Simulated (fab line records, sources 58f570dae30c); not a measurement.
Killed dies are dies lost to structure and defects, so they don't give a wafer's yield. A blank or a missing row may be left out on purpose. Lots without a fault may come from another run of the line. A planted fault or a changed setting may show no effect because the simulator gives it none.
Which tool did it? | flow berkeley_cmos170 | 14 lots, 42 wafers sampled, at 3 steps of a route of 331

WHAT THE GAUGES READ, wafer by wafer
UCB170_M3_CD_MEAS_15: target cd 700 nm.
lot  | measured     | on        | cd_nm (nm)
L696 | day 8 19:51  | cd_sem-01 | 700.7 699.2 699.2
L697 | day 8 20:19  | cd_sem-01 | 701.6 702.6 702.4
L700 | day 9 23:41  | cd_sem-02 | 700.1 699.9 699.8
L701 | day 10 01:32 | cd_sem-02 | 701.3 698.8 699.3
L699 | day 10 02:29 | cd_sem-01 | 698.9 699.8 699.4
L703 | day 10 02:44 | cd_sem-02 | 698.8 699.5 699.0
L698 | day 10 03:08 | cd_sem-02 | 699.9 699.9 700.7
L702 | day 10 06:19 | cd_sem-02 | 700.9 699.9 701.0
L707 | day 11 10:05 | cd_sem-02 | 700.6 701.2 701.2
L712 | day 12 01:15 | cd_sem-02 | 701.3 701.7 700.4
L711 | day 12 02:31 | cd_sem-02 | 698.8 699.8 698.9
L717 | day 12 15:05 | cd_sem-01 | 699.9 700.1 699.3
L714 | day 12 19:29 | cd_sem-02 | 703.1 704.9 704.6
L715 | day 13 16:06 | cd_sem-01 | 699.0 698.6 697.8

WHICH TOOL RAN EACH LOT (tool, then ch and the chambers of the sampled wafers, then the start)
lot  | UCB170_V1_CMP_02              | UCB170_M3_STRIP_07
L696 | cmp-02 ch 0,2,3, day 8 06:37  | plasma_asher-01 ch 0,1, day 8 18:26
L697 | cmp-01 ch 0,3, day 8 07:57    | plasma_asher-04 ch 0,1, day 8 18:51
L700 | cmp-01 ch 1,3, day 9 12:28    | plasma_asher-01 ch 0,1, day 9 22:11
L701 | cmp-02 ch 0,2,3, day 9 13:50  | plasma_asher-04 ch 0,1, day 9 23:24
L699 | cmp-02 ch 1,2, day 9 14:05    | plasma_asher-01 ch 0,1, day 10 00:34
L703 | cmp-02 ch 1,2,3, day 9 14:29  | plasma_asher-01 ch 0,1, day 10 00:59
L698 | cmp-02 ch 1,2,3, day 9 14:41  | plasma_asher-01 ch 0,1, day 10 01:16
L702 | cmp-02 ch 1,2, day 9 15:08    | plasma_asher-03 ch 1, day 10 02:10
L707 | cmp-01 ch 1,2,3, day 10 19:11 | plasma_asher-03 ch 0,1, day 11 08:59
L712 | cmp-02 ch 0,1,2, day 11 15:10 | plasma_asher-03 ch 0,1, day 11 23:40
L711 | cmp-01 ch 1,2, day 11 16:25   | plasma_asher-04 ch 0,1, day 12 01:01
L717 | cmp-02 ch 0,2,3, day 12 04:19 | plasma_asher-04 ch 0,1, day 12 13:46
L714 | cmp-02 ch 1,3, day 12 07:47   | plasma_asher-01 ch 1, day 12 18:13
L715 | cmp-02 ch 1,2,3, day 13 03:19 | plasma_asher-03 ch 0, day 13 14:43
- UCB170_V1_CMP_02: polishes SiO2.
- UCB170_M3_STRIP_07: strips in O2.

WHAT THE TOOLS THEMSELVES READ (means of the sampled wafers that have a number; where no wafer has one, the mark that the record gives instead)
UCB170_V1_CMP_02.
lot  | tool   | motor_current_A (A) | retaining_ring_pressure_frac
L696 | cmp-02 | 16.5                | 1.000
L697 | cmp-01 | 17.5                | 0.999
L700 | cmp-01 | 14.6                | 0.998
L701 | cmp-02 | 16.8                | 1.000
L699 | cmp-02 | 15.8                | 1.002
L703 | cmp-02 | 16.4                | 0.998
L698 | cmp-02 | 16.7                | 0.999
L702 | cmp-02 | 16.5                | 1.001
L707 | cmp-01 | 14.5                | 1.001
L712 | cmp-02 | 15.6                | 0.998
L711 | cmp-01 | 13.6                | 1.001
L717 | cmp-02 | 16.4                | 0.999
L714 | cmp-02 | 16.1                | 0.996
L715 | cmp-02 | 16.9                | 0.996

UCB170_M3_STRIP_07.
lot  | tool            | drypump_motor_current_A (A) | oes_product_au (a.u.) | strip_time_to_endpoint_s (s)
L696 | plasma_asher-01 | 5.23                        | 0.737                 | 22.09
L697 | plasma_asher-04 | 5.43                        | 0.735                 | 22.21
L700 | plasma_asher-01 | 5.41                        | 0.736                 | 22.19
L701 | plasma_asher-04 | 5.44                        | 0.737                 | 22.25
L699 | plasma_asher-01 | 5.39                        | 0.738                 | 22.11
L703 | plasma_asher-01 | 5.22                        | 0.730                 | 22.17
L698 | plasma_asher-01 | 5.21                        | 0.734                 | 22.27
L702 | plasma_asher-03 | 5.83                        | 0.731                 | 22.22
L707 | plasma_asher-03 | 5.36                        | 0.741                 | 22.23
L712 | plasma_asher-03 | 5.60                        | 0.733                 | 22.17
L711 | plasma_asher-04 | 5.42                        | 0.741                 | 22.26
L717 | plasma_asher-04 | 5.42                        | 0.735                 | 22.15
L714 | plasma_asher-01 | 5.04                        | 0.738                 | 22.24
L715 | plasma_asher-03 | 5.14                        | 0.736                 | 22.23

THE ANSWER, worked out from the rows above alone
Rule: what is usual is taken from the lots themselves. Put in order of their means at a reading, lots are off if they are a third of the lots or fewer, leave a main group of 4 or more, and stand apart from it by a gap of 3 or more times the standard deviation of the main group's means; of several such gaps the widest counts. A main group whose means are all the same, to the digits that the tables above print for the reading, isn't used. A lot without any number at a reading at which 4 lots or more have one is off too. The other lots that the step has rows for count as sound. The gauges are gone through in route order, then the tools' own readings, and for those a lot's mean is taken as printed above. The first step at which some lot is off is used, and at that step the reading that is off furthest; a lot without a number counts as furthest.
No lot is off at any reading shown: from this, nothing can be told.

WHAT THE SIMULATOR HAD PUT IN
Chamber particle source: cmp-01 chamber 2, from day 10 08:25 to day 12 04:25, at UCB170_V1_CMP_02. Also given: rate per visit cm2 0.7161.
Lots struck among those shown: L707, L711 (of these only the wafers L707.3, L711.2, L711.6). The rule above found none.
